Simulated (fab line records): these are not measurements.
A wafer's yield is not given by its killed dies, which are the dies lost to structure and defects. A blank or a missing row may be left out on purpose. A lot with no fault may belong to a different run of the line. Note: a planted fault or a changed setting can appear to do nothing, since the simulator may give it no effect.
Lot-split experiment    flow rit-cmos    route with 202 steps; 5 lots, 23 wafers read

THE SPLIT ITSELF
At RIT_PRETRO_IMPLANT_08, the setting energy-kev was moved away from the recipe's 45 on 10 of the 23 wafers read, by -1.6% to +5.9%. All remaining wafers had this setting at the recipe value.

The reading comes from the split's own step.

THE READING
In nm, at RIT_PRETRO_IMPLANT_08: implant.drp-nm, which is the simulator's own figure and was read by no gauge. No usual value for it is given in the file.

wafer   tool, chamber at the split  energy-kev as run  against the recipe  implant.drp-nm, nm  against lot-mates on the recipe
L075.2  implanter-03, 0             47.67              +5.9%               56.97               +1.90
L075.3  implanter-03, 0             47.67              +5.9%               56.97               +1.90
L075.4  implanter-03, 0             45                 recipe              55.07               -
L075.5  implanter-03, 0             45                 recipe              55.07               -
L075.6  implanter-03, 0             45                 recipe              55.07               -
L076.2  implanter-03, 0             45                 recipe              55.07               -
L076.4  implanter-03, 0             45                 recipe              55.07               -
L076.5  implanter-03, 0             45                 recipe              55.07               -
L078.2  implanter-03, 0             46.98              +4.4%               56.49               +1.42
L078.6  implanter-03, 0             46.98              +4.4%               56.49               +1.42
L078.3  implanter-03, 0             45                 recipe              55.07               -
L078.4  implanter-03, 0             45                 recipe              55.07               -
L078.5  implanter-03, 0             45                 recipe              55.07               -
L083.1  implanter-02, 0             44.29              -1.6%               54.55               -0.52
L083.3  implanter-02, 0             44.29              -1.6%               54.55               -0.52
L083.4  implanter-02, 0             44.29              -1.6%               54.55               -0.52
L083.2  implanter-02, 0             45                 recipe              55.07               -
L083.5  implanter-02, 0             45                 recipe              55.07               -
L084.2  implanter-03, 0             46.55              +3.4%               56.18               +1.11
L084.4  implanter-03, 0             46.55              +3.4%               56.18               +1.11
L084.6  implanter-03, 0             46.55              +3.4%               56.18               +1.11
L084.3  implanter-03, 0             45                 recipe              55.07               -
L084.5  implanter-03, 0             45                 recipe              55.07               -

THE FIT
A straight line over all 23 wafers: implant.drp-nm changes by +0.322 nm for each +1% of energy-kev; r = +1.00; the points scatter about the line by 0.0052 nm.
The same after taking each lot's own level away (the mean of its wafers on the recipe; 23 wafers): +0.322 nm for each +1%; r = +1.00; scatter 0.0052 nm.
On that fit, the largest move of energy-kev shifts the reading by 1.9 nm.
The lots' own levels span 55.070 to 55.070 nm.
Hence the lot-to-lot level has little effect on the slope; both slopes agree.
Check: for one of the wafers moved furthest among these (+5.9%), held out of the fit, the line's prediction against its lot-mates is +1.91 nm. Against them it came out at +1.9 nm.

OTHER SPLITS APPLIED TO THESE WAFERS
Other splits were also applied to these wafers ahead of the reading. Each is held against what the fit with the lots' levels taken away leaves over:
other split on the same wafers     wafers away from the commonest value  r with implant.drp-nm (lot level and that fit taken away)
RIT_ACTIVE_OXIDATION_01 ox-time-s  15                                    -0.06
RIT_ACTIVE_EXPOSE_08 dose-mj       11                                    +0.00
RIT_NRETRO_IMPLANT_08 dose-cm2     7                                     +0.31

THE WHOLE CHAIN: every reading that the file lists as answering this split, in the file's order
step                   what it does  reading                                                          change (the file's fit)                r (the file's)
RIT_PRETRO_IMPLANT_08                implant.rp-nm (the simulator's own value, which no gauge read)   +1.39 nm for each +1% of the setting   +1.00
RIT_PRETRO_IMPLANT_08                implant.drp-nm (the simulator's own value, which no gauge read)  +0.321 nm for each +1% of the setting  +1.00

THE FILE'S OWN FIT
implant.drp-nm changes by +0.321 nm for each +1% of energy-kev, r = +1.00.
